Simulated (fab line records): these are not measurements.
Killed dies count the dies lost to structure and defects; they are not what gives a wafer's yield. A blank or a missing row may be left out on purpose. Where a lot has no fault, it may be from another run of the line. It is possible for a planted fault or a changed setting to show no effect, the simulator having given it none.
fab line records	flow berkeley-cmos170
[record] lots = 15	wafers = 45	last-day = 12
route steps=331 shown START@1 ZERO@11 NSD@197 M3@324
lots that met no fault: taken from a fault-free run of the same line
start-h: start of the lot's first displayed wafer, in hours after the record's first day	wait-h: time in hours since the lot's previous step	" the same as in the row above	L1.1+2: a single row standing in for several wafers	- value missing, or start not given	* or withheld: withheld	< > ~ a bound
route shown NAME@n: names a module that has steps shown in the file, with the first one's number in the route	usual: the fault-free wafers' mean and standard deviation	same: alike in all rows	chamber/n: place in a boat	sites: the reading at each site	_std_site: their standard deviation	_edge_site: mean of outer sites minus mean of inner sites	radius-mm: for every site, how far away it sits from the centre of the wafer	mask NAME#n: copy n	behind: the most recent tool/chamber to have shaped the wafer	hold: reason for holding the lot/hours on hold/outcome of the hold	device: transistor that didn't switch, given as n, p or np	end of line: the route-end tests of the same wafers	a step with no rows: only its recipe	killed: dies that structure and defects cost at the first sort, which is not the same as the wafer's yield	map: a wafer's dies, x killed, . not, _ none there
set.NAME: the run value of the setting; set.NAME@STEP: its run value at that earlier step	model.NAME: the simulator's own value behind a step, which no gauge read
route steps across a sampled set of lots; one table per step, one row per wafer
services: from which hour (start-h, from the record's first day; less than 0 if before it) a tool's chamber was out of use, for how many hours, and why
[[steps]]
[step UCB170_START_BOW_MEAS_00]
[recipe] mode = bow
[usual] INCOMING_BOW = -1/6.5
lot.wafer	tool	chamber	start-h	wait-h	INCOMING_BOW[um]
L625.1	film-metro-03	-	10.00	-	7
L625.2	"	-	"	"	-2
L625.4	"	-	"	"	-5
L628.1	film-metro-01	-	25.00	-	-2
L628.2	"	-	"	"	-1
L628.5	"	-	"	"	16
L629.1	film-metro-02	-	30.00	-	1
L629.3	"	-	"	"	-10
L629.6	"	-	"	"	-18
L631.3	film-metro-02	-	40.04	-	-2
L631.5	"	-	"	"	-3
L631.6	"	-	"	"	9
L632.1	film-metro-02	-	45.00	-	6
L632.2	"	-	"	"	6
L632.6	"	-	"	"	-6
L633.1	film-metro-03	-	50.00	-	1
L633.2	"	-	"	"	-14
L633.6	"	-	"	"	-9
L634.2	film-metro-02	-	55.02	-	4
L634.4	"	-	"	"	-9
L634.6	"	-	"	"	-1
L635.1	film-metro-02	-	60.00	-	-2
L635.5	"	-	"	"	-4
L635.6	"	-	"	"	1
L637.1	film-metro-02	-	70.00	-	-11
L637.3	"	-	"	"	-9
L637.4	"	-	"	"	-7
L638.2	film-metro-03	-	75.02	-	3
L638.4	"	-	"	"	11
L638.5	"	-	"	"	-6
L639.3	film-metro-01	-	80.04	-	-3
L639.4	"	-	"	"	3
L639.6	"	-	"	"	10
L641.1	film-metro-01	-	90.00	-	4
L641.2	"	-	"	"	7
L641.3	"	-	"	"	2
L644.3	film-metro-03	-	105.04	-	0
L644.4	"	-	"	"	-9
L644.6	"	-	"	"	-9
L646.3	film-metro-03	-	115.04	-	4
L646.4	"	-	"	"	4
L646.5	"	-	"	"	8
L648.3	film-metro-01	-	125.04	-	-4
L648.4	"	-	"	"	-5
L648.6	"	-	"	"	10
[step UCB170_ZERO_DEVELOP_05]
[recipe] developer = TMAH	develop-time-s = 45	resist = KrF	dev-temp-c = 21
[usual] chill-plate-temp-C = 23.02/0.09	develop-time-s = 45/0
lot.wafer	tool	chamber	start-h	wait-h	chill-plate-temp-C	develop-time-s
L625.1	litho-track-02	0	23	-	22.88	45
L625.2	"	0	"	"	23.11	45
L625.4	"	0	"	"	22.92	45
L628.1	litho-track-03	0	39	-	22.92	45
L628.2	"	0	"	"	22.89	45
L628.5	"	0	40	-	22.90	45
L629.1	litho-track-03	0	40	-	23.10	45
L629.3	"	0	"	"	23.24	45
L629.6	"	0	"	"	22.98	45
L631.3	litho-track-03	0	48	-	22.93	45
L631.5	"	0	"	"	22.93	45
L631.6	"	0	"	"	22.98	45
L632.1	litho-track-02	0	58	-	22.99	45
L632.2	"	0	"	"	22.94	45
L632.6	"	0	59	-	22.99	45
L633.1	litho-track-01	0	66	-	23.10	45
L633.2	"	0	"	"	23.13	45
L633.6	"	0	"	"	23.10	45
L634.2	litho-track-01	0	67	-	23.02	45
L634.4	"	0	"	"	22.93	45
L634.6	"	0	"	"	23.07	45
L635.1	litho-track-03	0	78	-	22.97	45
L635.5	"	0	"	"	23.17	45
L635.6	"	0	"	"	22.96	45
L638.2	litho-track-01	-	82	-	-	-
L638.4	"	-	"	"	-	-
L638.5	"	-	"	"	-	-
L637.1	litho-track-03	-	82	-	-	-
L637.3	"	-	"	"	-	-
L637.4	"	-	"	"	-	-
L639.3	litho-track-03	-	92	-	-	-
L639.4	"	-	"	"	-	-
L639.6	"	-	"	"	-	-
L641.1	litho-track-03	0	104	-	23.02	45
L641.2	"	0	"	"	23.06	45
L641.3	"	0	"	"	23.12	45
L644.3	litho-track-02	0	117	-	23.11	45
L644.4	"	0	"	"	23.10	45
L644.6	"	0	"	"	23.14	45
L646.3	litho-track-03	0	123	-	23.07	45
L646.4	"	0	"	"	23.08	45
L646.5	"	0	"	"	23.18	45
L648.3	litho-track-03	0	142	-	22.88	45
L648.4	"	0	"	"	22.95	45
L648.6	"	0	"	"	22.90	45
[step UCB170_ZERO_ETCH_06]
[recipe] chemistry = CHF3/CF4/Ar	target = SiO2	time-s = 12	pressure-mtorr = 100	rf-w = 500	CHF3_flow_sccm = 50	cf4-flow-sccm = 10	Ar_flow_sccm = 120	over-etch-frac = 1.58
[usual] drypump-motor-current-A = 5.4/0.43	oes-product-au = 0.622/0.0077	throttle-valve-pct = 9.23/0.12
lot.wafer	tool	chamber	start-h	wait-h	drypump-motor-current-A	oes-product-au	rf-hours-counter-h	throttle-valve-pct
L625.1	rie-diel-03	3	23.66	-	6.0	0.616	26	9.24
L625.2	"	2	"	"	6.3	0.618	83	9.02
L625.4	"	0	"	"	4.9	0.612	11	9.24
L628.1	rie-diel-03	0	40.09	-	4.9	0.610	12	9.24
L628.2	"	3	"	"	5.9	0.619	27	9.23
L628.5	"	0	"	"	4.9	0.602	-	9.25
L629.1	rie-diel-02	0	40.36	-	4.8	0.620	149	9.07
L629.3	"	3	"	"	5.3	0.629	1	9.26
L629.6	"	1	"	"	5.0	0.628	-	9.26
L631.3	rie-diel-04	2	48.40	-	5.8	0.615	-	9.42
L631.5	"	2	"	"	5.8	0.614	-	9.42
L631.6	"	3	"	"	5.6	0.623	-	9.29
L632.1	rie-diel-02	0	59.10	-	4.8	0.629	150	9.06
L632.2	"	3	"	"	5.3	0.633	1	9.26
L632.6	"	2	"	"	5.5	0.622	-	9.27
L633.1	rie-diel-02	2	66.96	-	5.4	0.624	8	9.28
L633.2	"	0	"	"	4.8	0.623	150	9.07
L633.6	"	3	"	"	5.3	0.627	-	9.27
L634.2	rie-diel-04	3	67.24	-	5.5	0.623	43	9.29
L634.4	"	2	"	"	5.8	0.623	-	9.41
L634.6	"	0	"	"	5.0	0.618	-	9.25
L635.1	rie-diel-04	2	78.43	-	5.8	0.620	156	9.40
L635.5	"	0	"	"	5.0	0.636	-	9.28
L635.6	"	3	"	"	5.6	0.616	-	9.29
L638.2	rie-diel-03	3	82.81	-	5.9	0.373	30	9.22
L638.4	"	2	"	"	6.3	0.376	86	9.01
L638.5	"	3	"	"	6.0	0.366	-	9.21
L637.1	rie-diel-02	0	83.05	-	4.8	0.381	150	9.04
L637.3	"	2	"	"	5.4	0.375	8	9.24
L637.4	"	1	"	"	5.0	0.371	103	9.24
L639.3	rie-diel-03	0	92.53	-	4.9	0.371	15	9.23
L639.4	"	3	"	"	5.9	0.372	30	9.22
L639.6	"	1	"	"	5.4	0.385	-	9.05
L641.1	rie-diel-03	0	104.40	-	4.9	0.608	15	9.24
L641.2	"	3	"	"	6.0	0.612	31	9.22
L641.3	"	2	"	"	6.3	0.619	86	9.01
L644.3	rie-diel-02	3	117.25	-	5.3	0.625	4	9.26
L644.4	"	2	"	"	5.5	0.624	9	9.28
L644.6	"	0	"	"	4.8	0.627	-	9.05
L646.3	rie-diel-04	0	123.93	-	5.0	0.626	57	9.27
L646.4	"	0	"	"	5.0	0.628	-	9.25
L646.5	"	2	"	"	5.8	0.614	-	9.42
L648.3	rie-diel-03	1	142.32	-	5.4	0.637	154	9.05
L648.4	"	1	"	"	5.4	0.636	-	9.06
L648.6	"	0	"	"	4.9	0.608	-	9.24
[step UCB170_ZERO_STRIP_07]
[recipe] chemistry = O2	power-w = 400	pressure-mtorr = 3500	platen-temp-c = withheld	o2-flow-sccm = 400	overash-fraction = 0.5
[usual] drypump-motor-current-A = 5.7/0.42	oes-product-au = 0.727/0.0049	strip-time-to-endpoint-s = 21.77/0.06
lot.wafer	tool	chamber	start-h	wait-h	drypump-motor-current-A	oes-product-au	rf-hours-counter-h	strip-time-to-endpoint-s
L625.1	plasma-asher-02	0	23.69	0.0	5.2	0.727	26	21.72
L625.2	"	1	"	"	6.2	0.726	26	21.77
L625.4	"	1	"	"	6.2	0.728	-	21.76
L628.1	plasma-asher-02	1	40.11	0.0	6.2	0.727	27	21.60
L628.2	"	0	"	"	5.2	0.727	27	21.68
L628.5	"	0	"	"	5.2	0.724	-	21.69
L629.1	plasma-asher-04	1	40.39	0.0	6.1	0.724	24	21.69
L629.3	"	0	"	"	6.0	0.734	-	21.80
L629.6	"	1	"	"	6.1	0.728	-	21.75
L631.3	plasma-asher-04	1	48.46	0.0	6.0	0.724	-	21.88
L631.5	"	1	"	"	6.1	0.729	-	21.82
L631.6	"	0	"	"	6.0	0.728	-	21.88
L632.1	plasma-asher-02	0	59.12	0.0	5.3	0.727	29	21.83
L632.2	"	1	"	"	6.1	0.729	29	21.79
L632.6	"	1	"	"	6.1	0.727	-	21.79
L633.1	plasma-asher-02	0	66.99	0.0	5.2	0.733	30	21.81
L633.2	"	1	"	"	6.1	0.726	30	21.71
L633.6	"	1	"	"	6.1	0.731	-	21.77
L634.2	plasma-asher-01	0	67.26	0.0	5.7	0.724	32	21.82
L634.4	"	0	"	"	5.7	0.735	-	21.78
L634.6	"	0	"	"	5.7	0.720	-	21.82
L635.1	plasma-asher-02	0	78.45	0.0	5.2	0.728	31	21.85
L635.5	"	0	"	"	5.2	0.732	-	21.81
L635.6	"	1	"	"	6.2	0.722	-	21.78
L638.2	plasma-asher-02	1	82.83	0.0	6.1	0.725	32	22.08
L638.4	"	0	"	"	5.2	0.719	-	22.07
L638.5	"	0	"	"	5.2	0.727	-	22.04
L637.1	plasma-asher-01	0	83.07	0.0	5.7	0.726	34	22.05
L637.3	"	1	"	"	5.1	0.724	-	22.07
L637.4	"	0	"	"	5.7	0.736	-	22.16
L639.3	plasma-asher-02	1	92.59	0.0	6.1	0.723	-	22.04
L639.4	"	0	"	"	5.3	0.726	-	22.10
L639.6	"	1	"	"	6.1	0.728	-	22.14
L641.1	plasma-asher-01	1	104.43	0.0	5.1	0.722	36	21.73
L641.2	"	0	"	"	5.7	0.717	36	21.69
L641.3	"	0	"	"	5.7	0.735	-	21.69
L644.3	plasma-asher-02	1	117.31	0.0	6.1	0.731	-	21.73
L644.4	"	0	"	"	5.2	0.722	-	21.79
L644.6	"	1	"	"	6.1	0.725	-	21.74
L646.3	plasma-asher-01	0	123.99	0.0	5.7	0.726	-	21.78
L646.4	"	1	"	"	5.1	0.729	-	21.81
L646.5	"	0	"	"	5.7	0.729	-	21.81
L648.3	plasma-asher-04	1	142.37	0.0	6.1	0.718	-	21.78
L648.4	"	0	"	"	6.0	0.728	-	21.86
L648.6	"	1	"	"	6.1	0.729	-	21.76
[step UCB170_NSD_TW_MEAS_10]
[usual] NSD_TW = 4180/30
lot.wafer	tool	chamber	start-h	wait-h	NSD_TW
L625.1	film-metro-01	-	156.92	0.1	4123
L625.2	"	-	"	"	4141
L625.4	"	-	"	"	4133
L629.1	film-metro-02	-	179.34	0.1	4184
L629.3	"	-	"	"	4205
L629.6	"	-	"	"	4192
L628.1	film-metro-02	-	180.45	0.1	4181
L628.2	"	-	"	"	4197
L628.5	"	-	"	"	4208
L631.3	film-metro-01	-	182.96	0.1	4122
L631.5	"	-	"	"	4151
L631.6	"	-	"	"	4153
L634.2	film-metro-03	-	205.67	0.1	4191
L634.4	"	-	"	"	4216
L634.6	"	-	"	"	4170
L633.1	film-metro-01	-	205.84	0.1	4174
L633.2	"	-	"	"	4150
L633.6	"	-	"	"	4166
L632.1	film-metro-02	-	205.93	0.1	4214
L632.2	"	-	"	"	4202
L632.6	"	-	"	"	4190
L635.1	film-metro-01	-	216.69	0.1	4130
L635.5	"	-	"	"	4133
L635.6	"	-	"	"	4132
L641.1	film-metro-01	-	244.74	0.1	4181
L641.2	"	-	"	"	4212
L641.3	"	-	"	"	4196
L644.3	film-metro-01	-	245.48	0.1	4188
L644.4	"	-	"	"	4184
L644.6	"	-	"	"	4199
L646.3	film-metro-03	-	257.25	0.1	4188
L646.4	"	-	"	"	4215
L646.5	"	-	"	"	4193
L648.3	film-metro-01	-	270.57	0.1	4177
L648.4	"	-	"	"	4154
L648.6	"	-	"	"	4176
[step UCB170_M3_CD_MEAS_15]
[recipe] target-cd-nm = 700
[usual] cd-nm = 699.8/1.4
lot.wafer	tool	chamber	start-h	wait-h	cd-nm
L625.1	cd-sem-01	-	184.05	-	701.1
L625.2	"	-	"	"	701.5
L625.4	"	-	"	"	700.5
L629.1	cd-sem-02	-	201.38	-	701.8
L629.3	"	-	"	"	702.0
L629.6	"	-	"	"	701.2
L628.1	cd-sem-02	-	204.25	-	699.7
L628.2	"	-	"	"	699.9
L628.5	"	-	"	"	700.8
L631.3	cd-sem-01	-	205.94	-	702.6
L631.5	"	-	"	"	702.6
L631.6	"	-	"	"	701.7
L634.2	cd-sem-02	-	232.98	-	699.7
L634.4	"	-	"	"	699.3
L634.6	"	-	"	"	697.9
L633.1	cd-sem-01	-	234.58	-	700.5
L633.2	"	-	"	"	699.4
L633.6	"	-	"	"	698.6
L632.1	cd-sem-01	-	235.07	-	699.6
L632.2	"	-	"	"	699.1
L632.6	"	-	"	"	700.8
L635.1	cd-sem-01	-	243.29	-	698.7
L635.5	"	-	"	"	700.0
L635.6	"	-	"	"	701.3
L641.1	cd-sem-01	-	268.65	-	700.2
L641.2	"	-	"	"	700.0
L641.3	"	-	"	"	698.0
L644.3	cd-sem-01	-	271.17	-	699.0
L644.4	"	-	"	"	700.1
L644.6	"	-	"	"	698.5
L646.3	cd-sem-02	-	280.89	-	698.4
L646.4	"	-	"	"	698.0
L646.5	"	-	"	"	698.5
L648.3	cd-sem-02	-	294.49	-	702.9
L648.4	"	-	"	"	704.5
L648.6	"	-	"	"	703.4
[[services]]
tool	chamber	start-h	hours	kind
plasma-asher-01	-	6.12	3.6	repair
rie-diel-04	1	16.68	132.0	repair
rie-diel-04	0	18.21	45.7	repair
rie-diel-03	1	32.70	3.8	repair
rie-diel-02	-	46.90	1.6	repair
rie-diel-03	2	55.68	8.1	repair
rie-diel-03	1	58.51	9.6	repair
rie-diel-04	3	87.03	3.8	repair
rie-diel-02	-	92.99	1.1	repair
rie-diel-04	2	93.12	6.0	repair
plasma-asher-02	-	105.68	4.4	repair
plasma-asher-01	-	108.75	9.0	pm
plasma-asher-01	0	108.75	9.0	vent-cycle
plasma-asher-01	1	108.75	9.0	vent-cycle
plasma-asher-04	-	110.90	6.5	repair
plasma-asher-01	-	117.75	2.8	pm
plasma-asher-01	0	117.75	-	clean
plasma-asher-01	1	117.75	-	clean
plasma-asher-02	-	128.14	28.1	pm
rie-diel-03	3	132.57	10.0	repair
plasma-asher-04	-	133.46	7.6	repair
[[key]]
[first-sign] step = UCB170_ZERO_DEVELOP_05	reading = tool-record	direction = missing
[effect] step = UCB170_ZERO_ETCH_06	reading = oes-product-au	direction = down	sigmas = 32	usual = 0.622	struck = 0.374
[effect] step = UCB170_ZERO_STRIP_07	reading = strip-time-to-endpoint-s	direction = up	sigmas = 5.3	usual = *	struck = *
met-at UCB170_ZERO_DEVELOP_05
struck-lots L637,L638,L639
later-rows-left-out L637.1,L637.3,L637.4,L638.2,L638.4,L638.5,L639.3,L639.4,L639.6
sort-left-out L637.1,L637.3,L637.4,L638.2,L638.4,L638.5,L639.3,L639.4,L639.6
tester-left-out L637,L638,L639
not-acting-at UCB170_START_BOW_MEAS_00,UCB170_NSD_TW_MEAS_10,UCB170_M3_CD_MEAS_15
onset-between 78 82
[fault] kind = skipped-step-whole	tool = litho-track-01,litho-track-03	chamber = -	onset-h = 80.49	steps = UCB170_ZERO_DEVELOP_05	scope = struck-lots-only
// tester-left-out: of these lots the tester's yield and bins aren't shown, on N5 and GAA mostly nor the transistor test; their killed dies are dies lost to structure and defects alone, not to doping, threshold or leakage, so they don't give the yield
// sort-left-out: the simulated sort isn't trusted on such a fault, so these wafers' sort isn't shown, and their yield isn't known
// later-rows-left-out: the simulator's readings of these wafers behind a module that went badly wrong aren't trusted and aren't shown, but for the sort
